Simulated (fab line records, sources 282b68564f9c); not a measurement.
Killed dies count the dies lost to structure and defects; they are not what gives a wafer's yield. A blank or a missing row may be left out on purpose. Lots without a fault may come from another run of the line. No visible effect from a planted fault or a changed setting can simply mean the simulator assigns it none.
Which tool was responsible? | flow rit cmos | 15 lots, 45 wafers sampled, at 1 step of a route of 202

WHAT EACH GAUGE READ, for each wafer
Not one reading of a measure or inspect step in the record can be checked against a usual standard deviation.

EACH LOT AND THE TOOL THAT RAN IT (in order: tool; ch and the chambers of the sampled wafers; start)
lot  | RIT_NWELL_DEVELOP_05
L556 | litho track-04 ch 0, day 2 09:00
L558 | litho track-02 ch 0, day 2 18:00
L563 | litho track-01, day 3 18:00
L564 | litho track-04, day 3 23:00
L565 | litho track-04, day 4 04:00
L567 | litho track-04 ch 0, day 4 13:00
L568 | litho track-01 ch 0, day 4 20:00
L569 | litho track-01 ch 0, day 4 23:00
L570 | litho track-02 ch 0, day 5 06:00
L571 | litho track-01 ch 0, day 5 10:00
L572 | litho track-01 ch 0, day 5 16:00
L573 | litho track-01 ch 0, day 5 20:00
L574 | litho track-01 ch 0, day 6 01:00
L575 | litho track-04 ch 0, day 6 05:00
L576 | litho track-04 ch 0, day 6 11:00
- RIT_NWELL_DEVELOP_05: develop time 68 s.

AS READ BY THE TOOLS THEMSELVES (means over the sampled wafers that have a number; for cases with no such wafer, the mark the record gives instead)
RIT_NWELL_DEVELOP_05. Usual: chill plate temp C at 22.99 C, with a standard deviation of 0.096.
lot  | tool           | chill plate temp C (C) | flag
L556 | litho track-04 | 23.00                  |
L558 | litho track-02 | 23.02                  |
L563 | litho track-01 | -                      | OFF
L564 | litho track-04 | -                      | OFF
L565 | litho track-04 | -                      | OFF
L567 | litho track-04 | 22.98                  |
L568 | litho track-01 | 22.97                  |
L569 | litho track-01 | 23.01                  |
L570 | litho track-02 | 22.82                  |
L571 | litho track-01 | 23.04                  |
L572 | litho track-01 | 22.96                  |
L573 | litho track-01 | 23.01                  |
L574 | litho track-01 | 23.11                  |
L575 | litho track-04 | 22.85                  |
L576 | litho track-04 | 23.05                  |

THE ANSWER, worked out from the rows above alone
Rule: a lot counts as off when the mean over its wafers that have a number is more than 3 standard deviations away from the usual mean. A lot without any number at a reading at which 4 lots or more have one is off too. The other lots that the step has rows for count as sound. After the gauges, taken in route order, come the tools' own readings; for these a lot's mean is taken, as printed above. The first step at which some lot is off is used, and at that step the reading that is off furthest; a lot without a number counts as furthest.
Off: L563, L564, L565 (RIT_NWELL_DEVELOP_05, chill plate temp C). Without a number there: L563, L564, L565.
A tool fits if, at that step or a process step before it, it ran every lot that is off, and no sound lot after the first of them. Not one of the candidates tried fits.

WHAT HAD BEEN PUT IN BY THE SIMULATOR
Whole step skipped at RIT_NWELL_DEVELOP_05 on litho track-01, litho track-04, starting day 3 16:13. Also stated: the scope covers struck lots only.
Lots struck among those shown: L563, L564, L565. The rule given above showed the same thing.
